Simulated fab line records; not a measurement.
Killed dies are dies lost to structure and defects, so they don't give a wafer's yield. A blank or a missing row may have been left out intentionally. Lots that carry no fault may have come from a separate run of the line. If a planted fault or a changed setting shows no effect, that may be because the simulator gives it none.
fab line records	flow ritCmos
record: lots: 5	wafers: 15	lastDay: 7
route steps=202 shown SILICIDE@167 CONTACT@168 M1@184
lots with no fault: from the same line, run without faults
startH: start of the lot's first displayed wafer, in hours after the record's first day	waitH: how many hours have passed since the lot's step before this one	" identical to the entry in the row above	L1.1+2: a row that stands for several wafers	- no value, or no start given	* or withheld: withheld	< > ~ a bound
route shown NAME@n: NAME is a module with steps in the file, n the number in the route of the first one	usual: mean and standard deviation over wafers with no fault	same: alike in all rows	chamber/n: place in a boat	sites: each site's reading	_std_site: standard deviation of those values	_edge_site: outer sites' mean less inner sites'	radiusMm: how far each site lies from the wafer's centre	mask NAME#n: copy n	behind: the most recent tool/chamber to have shaped the wafer	hold: the reason the lot was held/the length of the hold in hours/how it ended	device: the transistor (n, p or np) that didn't switch	end of line: the route-end tests of the same wafers	step lacking rows: just its recipe	killed: the dies lost at the first sort to structure and to defects; this is not the yield of the wafer	map: dies across one wafer; x = killed, . = not, _ = none there
set.NAME: setting as actually run; set.NAME@STEP: the setting as run at that earlier step	model.NAME: the simulator's own value behind a step, which no gauge read
lots at some steps of the route; a table a step, a row a wafer
services: when a tool's chamber went out of use (startH, in hours from the record's first day, below 0 if earlier), for how many hours, and the reason
== steps ==
step: RIT_SILICIDE_RTA_06
recipe: tempC: 750	timeS: 10	idleTempC: 25	rampUpS: 5	rampDownS: 10	coolToC: 25	ambient: N2
usual: chamberO2Ppm: 2.000/0.021	wafer_temp_C_max: 753.7/1.5
lot.wafer	tool	chamber	startH	waitH	chamberO2Ppm	wafer_temp_C_max
L074.1	rtpAnneal-01	0	51.87	0.0	2.038	753.5
L074.5	"	0	"	"	1.993	755.5
L074.6	"	0	"	"	2.009	755.7
L077.3	rtpAnneal-02	0	69.69	0.0	2.013	752.5
L077.4	"	0	"	"	2.024	752.2
L077.6	"	0	"	"	2.004	751.5
L078.1	rtpAnneal-01	0	72.73	0.0	2.021	752.8
L078.2	"	0	"	"	2.022	754.5
L078.5	"	0	"	"	1.966	754.0
L094.2	rtpAnneal-01	0	150.79	0.0	2.002	754.7
L094.3	"	0	"	"	1.996	755.1
L094.4	"	0	"	"	1.987	754.0
L096.2	rtpAnneal-01	0	161.41	0.0	1.995	754.1
L096.3	"	0	"	"	2.003	755.9
L096.6	"	0	"	"	2.005	755.0
step: RIT_CONTACT_CVD_00
recipe: material: SiO2	targetThkNm: 400	precursor: TEOS	tempC: 390	timeS: 61	rfW: 400
usual: heaterPowerW: 318/54	rfFwdPowerW: 396.5/1.7
lot.wafer	tool	chamber	startH	waitH	heaterPowerW	rfFwdPowerW
L074.1	pecvd-03	1	51.94	0.1	330	394.0
L074.5	"	0	"	"	274	396.6
L074.6	"	1	"	"	342	392.5
L077.3	pecvd-03	2	69.73	0.0	334	395.6
L077.4	"	0	"	"	248	397.6
L077.6	"	2	"	"	346	394.5
L078.1	pecvd-01	1	72.80	0.1	374	395.0
L078.2	"	2	"	"	255	397.5
L078.5	"	1	"	"	283	396.4
L094.2	pecvd-04	0	150.84	0.0	294	396.3
L094.3	"	2	"	"	359	395.7
L094.4	"	0	"	"	310	396.4
L096.2	pecvd-01	2	161.46	0.0	265	397.9
L096.3	"	0	"	"	436	399.3
L096.6	"	1	"	"	287	399.4
step: RIT_CONTACT_THK_MEAS_01
recipe: reads: SiO2_of_CONTACT_CVD_00
usual: CONTACT_TEOS_THK: 400/4.8
lot.wafer	tool	chamber	startH	waitH	CONTACT_TEOS_THK[nm]
L074.1	filmMetro-01	-	51.99	0.0	396
L074.5	"	-	"	"	406
L074.6	"	-	"	"	408
L077.3	filmMetro-02	-	69.80	0.0	391
L077.4	"	-	"	"	406
L077.6	"	-	"	"	397
L078.1	filmMetro-02	-	72.85	0.0	393
L078.2	"	-	"	"	397
L078.5	"	-	"	"	404
L094.2	filmMetro-04	-	150.90	0.0	395
L094.3	"	-	"	"	396
L094.4	"	-	"	"	404
L096.2	filmMetro-01	-	161.53	0.0	398
L096.3	"	-	"	"	398
L096.6	"	-	"	"	402
step: RIT_CONTACT_HMDS_02
recipe: primeTimeS: 60	primeTempC: 140
lot.wafer	tool	chamber	startH	waitH
L074.1+5+6	lithoTrack-03	0	52.05	0.1
L077.3+4+6	lithoTrack-02	0	69.89	0.1
L078.1+2+5	lithoTrack-01	0	72.97	0.1
L094.2+3+4	lithoTrack-03	0	151.00	0.1
L096.2+3+6	lithoTrack-02	0	161.60	0.1
step: RIT_CONTACT_COAT_03
recipe: resist: NOVOLAK	spinRpm: 3250	resistThkNm: 1000
lot.wafer	tool	chamber	startH	waitH
L074.1+5+6	lithoTrack-03	0	52.20	0.1
L077.3+4+6	lithoTrack-02	0	70.04	0.1
L078.1+2+5	lithoTrack-01	0	73.12	0.1
L094.2+3+4	lithoTrack-03	0	151.15	0.1
L096.2+3+6	lithoTrack-02	0	161.75	0.1
step: RIT_CONTACT_SOFTBAKE_04
recipe: resist: NOVOLAK	tempC: 90	timeS: 60
lot.wafer	tool	chamber	startH	waitH
L074.1+5+6	lithoTrack-03	0	52.35	0.1
L077.3+4+6	lithoTrack-02	0	70.19	0.1
L078.1+2+5	lithoTrack-01	0	73.27	0.1
L094.2+3+4	lithoTrack-03	0	151.30	0.1
L096.2+3+6	lithoTrack-02	0	161.90	0.1
step: RIT_CONTACT_EXPOSE_05
recipe: maskId: M11	na: 0.6	sourceShape: conventional	sigmaOuter: 0.5	targetCdNm: 1000	doseMj: 250
lot.wafer	tool	chamber	startH	waitH	mask
L074.1+5+6	ilineStepper-01	0	52.62	0.2	M11#0
L077.3+4+6	ilineStepper-02	0	70.33	0.1	M11#0
L078.1+2+5	ilineStepper-01	0	73.57	0.3	M11#0
L094.2+3+4	ilineStepper-01	0	151.57	0.2	M11#0
L096.2+3+6	ilineStepper-01	0	162.17	0.2	M11#0
step: RIT_CONTACT_PEB_06
recipe: resist: NOVOLAK	tempC: withheld	timeS: withheld
lot.wafer	tool	chamber	startH	waitH
L074.1+5+6	lithoTrack-02	0	52.74	0.1
L077.3+4+6	lithoTrack-03	0	70.46	0.1
L078.1+2+5	lithoTrack-02	0	73.69	0.1
L094.2+3+4	lithoTrack-03	0	151.73	0.1
L096.2+3+6	lithoTrack-03	0	162.29	0.1
step: RIT_CONTACT_DEVELOP_07
recipe: resist: NOVOLAK	developTimeS: 120	devTempC: 23
lot.wafer	tool	chamber	startH	waitH
L074.1+5+6	lithoTrack-02	0	-	-
L077.3+4+6	lithoTrack-03	0	-	-
L078.1+2+5	lithoTrack-02	0	-	-
L094.2+3+4	lithoTrack-03	0	-	-
L096.2+3+6	lithoTrack-03	0	-	-
step: RIT_CONTACT_CD_MEAS_08
recipe: targetCdNm: 1000
usual: cdNm: 1000.5/2
lot.wafer	tool	chamber	startH	waitH	cdNm
L074.1	cdSem-02	-	53.14	-	1000.0
L074.5	"	-	"	"	1001.0
L074.6	"	-	"	"	997.1
L077.3	cdSem-02	-	70.85	-	1000.8
L077.4	"	-	"	"	998.8
L077.6	"	-	"	"	999.0
L078.1	cdSem-01	-	74.09	-	1004.4
L078.2	"	-	"	"	1002.9
L078.5	"	-	"	"	1001.8
L094.2	cdSem-02	-	152.12	-	1004.0
L094.3	"	-	"	"	1004.7
L094.4	"	-	"	"	1003.8
L096.2	cdSem-02	-	162.69	-	999.1
L096.3	"	-	"	"	999.0
L096.6	"	-	"	"	1001.0
step: RIT_CONTACT_OVL_MEAS_09
usual: CONTACT_OVL: 0.4/1.7
lot.wafer	tool	chamber	startH	waitH	CONTACT_OVL[nm]
L074.1	overlay-02	-	53.26	0.1	-0.8
L074.5	"	-	"	"	0.0
L074.6	"	-	"	"	0.1
L077.3	overlay-01	-	70.94	0.1	-0.5
L077.4	"	-	"	"	-0.5
L077.6	"	-	"	"	-2.5
L078.1	overlay-01	-	74.21	0.1	-0.5
L078.2	"	-	"	"	-0.5
L078.5	"	-	"	"	-0.8
L094.2	overlay-01	-	152.23	0.1	5.0
L094.3	"	-	"	"	5.1
L094.4	"	-	"	"	3.3
L096.2	overlay-01	-	162.79	0.1	0.8
L096.3	"	-	"	"	2.0
L096.6	"	-	"	"	0.8
step: RIT_CONTACT_HARDBAKE_10
recipe: resist: NOVOLAK	tempC: 140	timeS: 60
lot.wafer	tool	chamber	startH	waitH
L074.1+5+6	lithoTrack-03	0	53.29	0.0
L077.3+4+6	lithoTrack-03	0	71.01	0.1
L078.1+2+5	lithoTrack-02	0	74.24	0.0
L094.2+3+4	lithoTrack-02	0	152.28	0.0
L096.2+3+6	lithoTrack-01	0	162.85	0.0
step: RIT_CONTACT_ETCH_11
recipe: targetDepthA: 4800	overEtchFrac: 0.2	stopOn: TiSi2	chemistry: CHF3/CF4/Ar	target: SiO2	CHF3_flow_sccm: 50	cf4FlowSccm: 10	Ar_flow_sccm: 100	O2_flow_sccm: 5	pressureMtorr: 100	rfW: 200	timeS: 320
usual: drypumpMotorCurrentA: 5.7/0.5	oesProductAu: 0.988/0.011	rfFwdPowerW: 199.4/0.65	throttleValvePct: 8.84/0.1
same: overEtchFrac: 0.2
lot.wafer	tool	chamber	startH	waitH	drypumpMotorCurrentA	oesProductAu	rfFwdPowerW	rfHoursCounterH	throttleValvePct
L074.1	rieDiel-01	2	53.44	0.1	5.3	0.994	200.1	80	8.84
L074.5	"	1	"	"	5.9	0.991	200.9	-	8.95
L074.6	"	0	"	"	5.3	0.986	199.3	-	8.69
L077.3	rieDiel-04	2	71.11	0.1	5.1	0.991	199.2	25	8.94
L077.4	"	3	"	"	5.9	1.007	199.2	43	8.89
L077.6	"	2	"	"	5.1	0.995	199.5	-	8.94
L078.1	rieDiel-01	3	74.39	0.1	6.5	0.986	199.5	15	8.75
L078.2	"	0	"	"	5.3	0.980	200.0	131	8.72
L078.5	"	1	"	"	5.9	0.984	200.5	-	8.95
L094.2	rieDiel-03	1	152.41	0.1	5.8	0.983	199.0	1	8.66
L094.3	"	2	"	"	5.9	0.971	199.2	40	8.90
L094.4	"	0	"	"	5.1	0.982	200.3	90	9.00
L096.2	rieDiel-01	1	162.97	0.1	5.9	0.990	199.9	1	8.95
L096.3	"	0	"	"	5.3	0.984	199.9	133	8.72
L096.6	"	0	"	"	5.3	0.989	200.3	-	8.72
step: RIT_CONTACT_STRIP_12
recipe: chemistry: O2	timeS: 180	resist: NOVOLAK	platenTempC: withheld	powerW: 500	pressureMtorr: 4000	o2FlowSccm: 4000
usual: drypumpMotorCurrentA: 5.8/0.3
lot.wafer	tool	chamber	startH	waitH	drypumpMotorCurrentA	rfHoursCounterH
L074.1	plasmaAsher-01	0	53.64	0.1	6.1	38
L074.5	"	1	"	"	5.3	-
L074.6	"	0	"	"	6.1	-
L077.3	plasmaAsher-04	0	71.37	0.2	6.0	-
L077.4	"	1	"	"	5.7	-
L077.6	"	0	"	"	6.0	-
L078.1	plasmaAsher-03	0	74.59	0.1	5.4	41
L078.2	"	1	"	"	5.9	41
L078.5	"	0	"	"	5.4	-
L094.2	plasmaAsher-04	0	152.60	0.1	6.0	4
L094.3	"	1	"	"	5.7	-
L094.4	"	0	"	"	6.0	-
L096.2	plasmaAsher-04	1	163.17	0.1	5.7	5
L096.3	"	0	"	"	6.0	-
L096.6	"	1	"	"	5.7	-
step: RIT_CONTACT_CD_MEAS_90
recipe: targetCdNm: 1000
usual: cdNm: 1000.6/1.9
lot.wafer	tool	chamber	startH	waitH	cdNm
L074.1	cdSem-01	-	53.81	0.1	1000.2
L074.5	"	-	"	"	1001.2
L074.6	"	-	"	"	998.1
L077.3	cdSem-01	-	71.52	0.1	1001.4
L077.4	"	-	"	"	999.2
L077.6	"	-	"	"	999.8
L078.1	cdSem-01	-	74.76	0.1	1003.8
L078.2	"	-	"	"	1003.2
L078.5	"	-	"	"	1001.4
L094.2	cdSem-01	-	152.80	0.1	1004.1
L094.3	"	-	"	"	1004.7
L094.4	"	-	"	"	1003.5
L096.2	cdSem-02	-	163.36	0.1	999.4
L096.3	"	-	"	"	999.9
L096.6	"	-	"	"	1001.2
step: RIT_CONTACT_CLEAN_13
recipe: chemistry: SC1	mix: 3:3:50	timeS: 600	tempC: 75
lot.wafer	tool	chamber	startH	waitH
L074.1+5+6	wetBench-03	1	53.93	0.1
L077.3+4+6	wetBench-02	3	71.60	0.1
L078.1+2+5	wetBench-03	1	74.88	0.1
L094.2+3+4	wetBench-03	0	152.90	0.1
L096.2+3+6	wetBench-02	1	163.46	0.1
step: RIT_CONTACT_CLEAN_14
recipe: chemistry: SC2	mix: 3:3:50	timeS: 600	tempC: 75	dry: n2Spin
lot.wafer	tool	chamber	startH	waitH
L074.1+5+6	wetBench-02	1	54.11	0.0
L077.3+4+6	wetBench-01	0	71.78	0.0
L078.1+2+5	wetBench-02	0	75.06	0.0
L094.2+3+4	wetBench-03	0	153.25	0.0
L096.2+3+6	wetBench-03	2	163.64	0.0
step: RIT_M1_SPUTTER_00
recipe: material: Al	targetThkNm: 400	powerW: 2000	chamberPressurePa: 0.4	gas: Ar	timeS: 500	substrateTempC: 25
usual: throttleValvePct: 30.0/0.93
lot.wafer	tool	chamber	startH	waitH	throttleValvePct
L074.1	pvdSputter-03	-	54.28	0.0	30.3
L074.5	"	-	"	"	30.1
L074.6	"	-	"	"	27.5
L077.3	pvdSputter-02	-	71.95	0.0	30.7
L077.4	"	-	"	"	28.7
L077.6	"	-	"	"	30.6
L078.1	pvdSputter-03	-	75.25	0.0	30.4
L078.2	"	-	"	"	30.5
L078.5	"	-	"	"	30.4
L094.2	pvdSputter-02	-	153.60	0.0	30.9
L094.3	"	-	"	"	30.6
L094.4	"	-	"	"	30.3
L096.2	pvdSputter-02	-	163.99	0.0	28.8
L096.3	"	-	"	"	30.5
L096.6	"	-	"	"	30.2
step: RIT_M1_RS_MEAS_01
recipe: thkMeasGauge: four-point-probe	reads: Al_of_M1_SPUTTER_00
usual: M1_AL_RS: 0.0732/0.00088
lot.wafer	tool	chamber	startH	waitH	M1_AL_RS[ohm/sq]
L074.1	filmMetro-03	-	54.58	0.1	0.0732
L074.5	"	-	"	"	0.0734
L074.6	"	-	"	"	0.0739
L077.3	filmMetro-01	-	72.29	0.2	0.0726
L077.4	"	-	"	"	0.0724
L077.6	"	-	"	"	0.0724
L078.1	filmMetro-01	-	75.54	0.1	0.0726
L078.2	"	-	"	"	0.0724
L078.5	"	-	"	"	0.0722
L094.2	filmMetro-04	-	154.12	0.4	0.0731
L094.3	"	-	"	"	0.0736
L094.4	"	-	"	"	0.0733
L096.2	filmMetro-01	-	164.30	0.2	0.0729
L096.3	"	-	"	"	0.0738
L096.6	"	-	"	"	0.0729
step: RIT_M1_THK_MEAS_02
recipe: thkMeasGauge: xrf	reads: Al_of_M1_SPUTTER_00
usual: M1_AL_THK: 405/5.5
lot.wafer	tool	chamber	startH	waitH	M1_AL_THK[nm]
L074.1	filmMetro-03	-	54.70	0.1	407
L074.5	"	-	"	"	406
L074.6	"	-	"	"	401
L077.3	filmMetro-01	-	72.39	0.1	407
L077.4	"	-	"	"	407
L077.6	"	-	"	"	407
L078.1	filmMetro-01	-	75.66	0.1	405
L078.2	"	-	"	"	405
L078.5	"	-	"	"	409
L094.2	filmMetro-04	-	154.23	0.1	409
L094.3	"	-	"	"	406
L094.4	"	-	"	"	408
L096.2	filmMetro-01	-	164.41	0.1	404
L096.3	"	-	"	"	398
L096.6	"	-	"	"	403
step: RIT_M1_HMDS_03
recipe: primeTimeS: 60	primeTempC: 140
lot.wafer	tool	chamber	startH	waitH
L074.1+5+6	lithoTrack-01	0	54.76	0.1
L077.3+4+6	lithoTrack-02	0	72.48	0.1
L078.1+2+5	lithoTrack-02	0	75.72	0.1
L094.2+3+4	lithoTrack-02	0	154.31	0.1
L096.2+3+6	lithoTrack-04	0	164.49	0.1
step: RIT_M1_COAT_04
recipe: resist: NOVOLAK	spinRpm: 2000	resistThkNm: 1300
lot.wafer	tool	chamber	startH	waitH
L074.1+5+6	lithoTrack-01	0	54.91	0.1
L077.3+4+6	lithoTrack-02	0	72.63	0.1
L078.1+2+5	lithoTrack-02	0	75.87	0.1
L094.2+3+4	lithoTrack-02	0	154.46	0.1
L096.2+3+6	lithoTrack-04	0	164.64	0.1
step: RIT_M1_SOFTBAKE_05
recipe: resist: NOVOLAK	tempC: 90	timeS: 60
lot.wafer	tool	chamber	startH	waitH
L074.1+5+6	lithoTrack-01	0	55.06	0.1
L077.3+4+6	lithoTrack-02	0	72.78	0.1
L078.1+2+5	lithoTrack-02	0	76.02	0.1
L094.2+3+4	lithoTrack-02	0	154.61	0.1
L096.2+3+6	lithoTrack-04	0	164.79	0.1
step: RIT_M1_EXPOSE_06
recipe: maskId: M12	na: 0.6	sourceShape: conventional	sigmaOuter: 0.5	targetCdNm: 2600	doseMj: 250
lot.wafer	tool	chamber	startH	waitH	mask
L074.1+5+6	ilineStepper-02	0	55.21	0.1	M12#0
L077.3+4+6	ilineStepper-01	0	73.04	0.2	M12#0
L078.1+2+5	ilineStepper-02	0	76.30	0.2	M12#0
L094.2+3+4	ilineStepper-02	0	154.88	0.2	M12#0
L096.2+3+6	ilineStepper-01	0	165.06	0.2	M12#0
step: RIT_M1_PEB_07
recipe: resist: NOVOLAK	tempC: withheld	timeS: withheld
lot.wafer	tool	chamber	startH	waitH
L074.1+5+6	lithoTrack-01	0	55.32	0.1
L077.3+4+6	lithoTrack-02	0	73.38	0.3
L078.1+2+5	lithoTrack-01	0	76.41	0.1
L094.2+3+4	lithoTrack-02	0	155.00	0.1
L096.2+3+6	lithoTrack-02	0	165.18	0.1
step: RIT_M1_DEVELOP_08
recipe: resist: NOVOLAK	developTimeS: 68	devTempC: 23
lot.wafer	tool	chamber	startH	waitH
L074.1+5+6	lithoTrack-01	0	-	-
L077.3+4+6	lithoTrack-02	0	-	-
L078.1+2+5	lithoTrack-01	0	-	-
L094.2+3+4	lithoTrack-02	0	-	-
L096.2+3+6	lithoTrack-02	0	-	-
step: RIT_M1_CD_MEAS_09
recipe: targetCdNm: 2600
usual: cdNm: 2600.0/2.6
lot.wafer	tool	chamber	startH	waitH	cdNm
L074.1	cdSem-02	-	55.64	-	2600.4
L074.5	"	-	"	"	2602.5
L074.6	"	-	"	"	2602.0
L077.3	cdSem-02	-	73.68	-	2603.3
L077.4	"	-	"	"	2603.4
L077.6	"	-	"	"	2603.6
L078.1	cdSem-02	-	76.73	-	2600.2
L078.2	"	-	"	"	2597.2
L078.5	"	-	"	"	2599.7
L094.2	cdSem-02	-	155.31	-	2596.8
L094.3	"	-	"	"	2598.5
L094.4	"	-	"	"	2596.2
L096.2	cdSem-02	-	165.49	-	2596.3
L096.3	"	-	"	"	2596.1
L096.6	"	-	"	"	2597.6
step: RIT_M1_OVL_MEAS_10
usual: M1_OVL: 0.5/1.4
lot.wafer	tool	chamber	startH	waitH	M1_OVL[nm]
L074.1	overlay-01	-	55.76	0.1	1.3
L074.5	"	-	"	"	0.3
L074.6	"	-	"	"	0.5
L077.3	overlay-02	-	73.77	0.1	-1.2
L077.4	"	-	"	"	-1.4
L077.6	"	-	"	"	-0.9
L078.1	overlay-02	-	76.85	0.1	0.9
L078.2	"	-	"	"	1.1
L078.5	"	-	"	"	0.7
L094.2	overlay-02	-	155.41	0.1	0.9
L094.3	"	-	"	"	-0.3
L094.4	"	-	"	"	0.0
L096.2	overlay-02	-	165.59	0.1	1.9
L096.3	"	-	"	"	2.8
L096.6	"	-	"	"	2.2
step: RIT_M1_HARDBAKE_11
recipe: resist: NOVOLAK	tempC: 140	timeS: 120
lot.wafer	tool	chamber	startH	waitH
L074.1+5+6	lithoTrack-01	0	55.79	0.0
L077.3+4+6	lithoTrack-04	0	73.89	0.1
L078.1+2+5	lithoTrack-04	0	76.88	0.0
L094.2+3+4	lithoTrack-01	0	155.48	0.1
L096.2+3+6	lithoTrack-04	0	165.66	0.1
step: RIT_M1_METAL_ETCH_12
recipe: stopOn: SiO2	chemistry: Cl2/BCl3	target: Al	timeS: 165	overEtchFrac: 0.5	pressureMtorr: 100	targetDepthA: 6000	rfW: 250	Cl2_flow_sccm: 60	bcl3FlowSccm: 50
usual: drypumpMotorCurrentA: 5.4/0.53	oesProductAu: 0.780/0.014	rfFwdPowerW: 249.1/0.72	throttleValvePct: 8.23/0.13
same: overEtchFrac: 0.5
lot.wafer	tool	chamber	startH	waitH	drypumpMotorCurrentA	oesProductAu	rfFwdPowerW	rfHoursCounterH	throttleValvePct
L074.1	rieMetal-02	1	56.04	0.2	6.1	0.798	248.5	35	8.47
L074.5	"	1	"	"	6.0	0.797	248.2	-	8.48
L074.6	"	0	"	"	4.6	0.779	248.0	-	8.11
L077.3	rieMetal-03	1	74.13	0.2	5.4	0.777	249.7	-	8.16
L077.4	"	0	"	"	6.2	0.787	249.5	-	8.15
L077.6	"	1	"	"	5.4	0.777	249.4	-	8.16
L078.1	rieMetal-04	0	77.13	0.2	5.2	0.761	250.2	3	8.17
L078.2	"	1	"	"	5.3	0.790	248.2	3	8.39
L078.5	"	0	"	"	5.2	0.762	248.8	-	8.19
L094.2	rieMetal-04	1	155.69	0.2	5.3	0.788	250.1	4	8.38
L094.3	"	0	"	"	5.2	0.763	248.9	-	8.18
L094.4	"	1	"	"	5.3	0.789	250.0	-	8.38
L096.2	rieMetal-03	1	165.87	0.2	5.4	0.773	248.5	5	8.17
L096.3	"	1	"	"	5.3	0.774	249.0	-	8.18
L096.6	"	1	"	"	5.3	0.775	247.7	-	8.17
step: RIT_M1_STRIP_13
recipe: chemistry: nmp	resist: NOVOLAK	tempC: 80	timeS: 600	dry: n2Spin
lot.wafer	tool	chamber	startH	waitH
L074.1+5+6	wetBench-04	3	56.21	0.1
L077.3+4+6	wetBench-02	3	74.27	0.1
L078.1+2+5	wetBench-01	0	77.30	0.1
L094.2+3+4	wetBench-01	3	155.85	0.1
L096.2+3+6	wetBench-04	3	166.04	0.1
step: RIT_M1_STRIP_14
recipe: chemistry: O2	timeS: 180	platenTempC: withheld	powerW: 500	pressureMtorr: 4000	o2FlowSccm: 4000
usual: drypumpMotorCurrentA: 5.7/0.33
lot.wafer	tool	chamber	startH	waitH	drypumpMotorCurrentA	rfHoursCounterH
L074.1	plasmaAsher-04	0	56.38	0.0	6.0	44
L074.5	"	1	"	"	5.7	-
L074.6	"	0	"	"	6.0	-
L077.3	plasmaAsher-02	1	74.52	0.1	5.9	-
L077.4	"	0	"	"	5.3	-
L077.6	"	1	"	"	5.9	-
L078.1	plasmaAsher-01	0	77.49	0.0	6.1	40
L078.2	"	1	"	"	5.3	40
L078.5	"	0	"	"	6.1	-
L094.2	plasmaAsher-04	0	156.03	0.0	6.0	5
L094.3	"	1	"	"	5.7	-
L094.4	"	0	"	"	6.0	-
L096.2	plasmaAsher-01	1	166.21	0.0	5.3	47
L096.3	"	0	"	"	6.1	-
L096.6	"	0	"	"	6.1	-
step: RIT_M1_CD_MEAS_90
recipe: targetCdNm: 2600
usual: cdNm: 2599.7/2.8
lot.wafer	tool	chamber	startH	waitH	cdNm
L074.1	cdSem-01	-	56.56	0.1	2601.0
L074.5	"	-	"	"	2603.2
L074.6	"	-	"	"	2603.1
L077.3	cdSem-02	-	74.68	0.1	2603.1
L077.4	"	-	"	"	2602.6
L077.6	"	-	"	"	2605.0
L078.1	cdSem-01	-	77.66	0.1	2600.5
L078.2	"	-	"	"	2596.2
L078.5	"	-	"	"	2598.5
L094.2	cdSem-02	-	156.22	0.1	2596.0
L094.3	"	-	"	"	2597.5
L094.4	"	-	"	"	2596.0
L096.2	cdSem-01	-	166.41	0.1	2595.6
L096.3	"	-	"	"	2595.2
L096.6	"	-	"	"	2596.7
step: RIT_M1_ANNEAL_15
recipe: tempC: 450	timeS: 1800	ambient: forming_gas_H2N2
usual: spikeTcSourceC: 470/3.9
lot.wafer	tool	chamber	startH	waitH	spikeTcSourceC
L074.1	-	-	56.68	0.1	466
L074.5	"	-	"	"	466
L074.6	"	-	"	"	466
L077.3	-	-	74.76	0.1	467
L077.4	"	-	"	"	467
L077.6	"	-	"	"	466
L078.1	-	-	77.88	0.2	467
L078.2	"	-	"	"	466
L078.5	"	-	"	"	467
L094.2	-	-	156.32	0.1	477
L094.3	"	-	"	"	475
L094.4	"	-	"	"	475
L096.2	-	-	167.54	1.1	469
L096.3	"	-	"	"	468
L096.6	"	-	"	"	468
step: RIT_M1_BOW_MEAS_16
recipe: mode: bow
usual: M1_BOW: 17/6
lot.wafer	tool	chamber	startH	waitH	M1_BOW[um]
L074.1	filmMetro-03	-	58.18	0.0	10
L074.5	"	-	"	"	12
L074.6	"	-	"	"	18
L077.3	filmMetro-01	-	76.30	0.0	22
L077.4	"	-	"	"	11
L077.6	"	-	"	"	14
L078.1	filmMetro-01	-	79.38	0.0	15
L078.2	"	-	"	"	26
L078.5	"	-	"	"	19
L094.2	filmMetro-04	-	157.84	0.0	26
L094.3	"	-	"	"	23
L094.4	"	-	"	"	21
L096.2	filmMetro-01	-	169.06	0.0	10
L096.3	"	-	"	"	23
L096.6	"	-	"	"	11
step: RIT_M1_PROBE_99
usual: defectLimitedYield: 97.3/1.3	killedAtContacts: 0.1/0.25	killedAtFrontEnd: 7/3.3	killedDies: 7/3.3	killedOpen: 3.6/2	killedShort: 3.6/2.1	sort_bin_3_pad_short: 0.1/0.25	sort_bin_5_function: 1.6/0.91	sort_bin_6_memory: 1.0/0.65	sortNPass: 257/3.3	sortYieldPct: 97.3/1.3
same: grossDies: 264	killed_at_M0_to_M3: 0	killed_at_M4_up: 0	killedAtBackSide: 0	killedAtOther: 0
lot.wafer	tool	chamber	startH	waitH	defectLimitedYield[%]	killedAtContacts	killedAtFrontEnd	killedDies	killedOpen	killedShort	sort_bin_3_pad_short[%]	sort_bin_5_function[%]	sort_bin_6_memory[%]	sortNPass	sortYieldPct[%]
L074.1	prober-01	-	58.30	0.1	96.6	0	9	9	4	5	0.4	1.5	1.5	255	96.6
L074.5	prober-01	-	58.50	0.2	97.3	0	7	7	3	4	0	1.9	0.8	257	97.3
L074.6	prober-01	-	58.55	0.2	98.1	0	5	5	3	2	0	1.1	0.8	259	98.1
L078.1	prober-01	-	79.50	0.1	97.7	0	6	6	3	3	0.4	1.1	0.8	258	97.7
L078.2	prober-01	-	79.55	0.1	97.3	0	7	7	3	4	0.4	0.8	1.5	257	97.3
L078.5	prober-01	-	79.70	0.2	98.1	0	5	5	4	1	0.4	1.1	0.4	259	98.1
L094.2	prober-01	-	157.99	0.1	97.0	0	8	8	4	4	0	2.3	0.8	256	97.0
L094.3	prober-01	-	158.04	0.2	96.2	0	10	10	6	4	0	1.9	1.9	254	96.2
L094.4	prober-01	-	158.09	0.2	98.5	0	4	4	2	2	0	1.1	0.4	260	98.5
killed by level:class
L074.1 GATE:geometricParticle:short=3 FOX1:geometricParticle:open=2 GATE:geometricParticle:open=2 FOX1:geometricParticle:short=1 SILICIDE:geometricParticle:short=1
L074.5 FOX1:geometricParticle:short=2 GATE:geometricParticle:open=2 GATE:geometricParticle:short=1 SILICIDE:geometricParticle:open=1 SILICIDE:geometricParticle:short=1
L074.6 ACTIVE:geometricParticle:open=1 FOX2:geometricParticle:open=1 FOX2:geometricParticle:short=1 GATE:geometricParticle:open=1 SPACER:geometricParticle:short=1
L078.1 FOX1:geometricParticle:short=1 FOX2:geometricParticle:open=1 GATE:geometricParticle:short=1 GATE:geometricParticle:open=1 SPACER:geometricParticle:short=1 SILICIDE:geometricParticle:open=1
L078.2 GATE:geometricParticle:short=3 FOX2:geometricParticle:open=1 GATE:geometricParticle:open=1 SPACER:geometricParticle:open=1 SILICIDE:geometricParticle:short=1
L078.5 GATE:geometricParticle:open=2 FOX1:geometricParticle:open=1 GATE:geometricParticle:short=1 SILICIDE:geometricParticle:open=1
L094.2 REOX:geometricParticle:short=3 SILICIDE:geometricParticle:open=3 ACTIVE:geometricParticle:short=1 GATE:geometricParticle:open=1
L094.3 GATE:geometricParticle:open=3 GATE:geometricParticle:short=2 REOX:geometricParticle:short=2 SILICIDE:geometricParticle:open=2 SPACER:geometricParticle:open=1
L094.4 GATE:geometricParticle:short=2 GATE:geometricParticle:open=1 SILICIDE:geometricParticle:open=1
== services ==
tool	chamber	startH	hours	kind
furnace-03	-	28.93	3.3	pm
ilineStepper-01	-	31.18	2.1	pm
ilineStepper-01	-	33.26	-	consumableReplace:lamp
rieMetal-03	-	35.03	38.9	repair
ilineStepper-02	-	35.11	1.7	pm
rieDiel-03	-	55.20	1.5	repair
ilineStepper-02	-	55.50	4.3	pm
rtpAnneal-02	-	59.20	3.2	pm
ilineStepper-01	-	65.97	1.7	pm
furnace-01	-	69.48	5.4	pm
furnace-01	-	77.43	2.6	pm
furnace-04	-	89.40	4.7	pm
rieDiel-03	2	90.93	5.7	repair
plasmaAsher-04	-	108.75	9.0	pm
plasmaAsher-04	0	108.75	9.0	ventCycle
plasmaAsher-04	1	108.75	9.0	ventCycle
furnace-04	-	109.16	3.2	pm
plasmaAsher-01	-	111.34	10.6	repair
plasmaAsher-01	-	123.88	14.6	pm
pecvd-01	0	126.64	3.0	repair
rieMetal-02	-	136.12	20.0	pm
pvdSputter-02	-	141.30	8.2	repair
rieMetal-02	1	154.01	11.5	repair
plasmaAsher-03	-	167.46	2.8	pm
== key ==
fault none
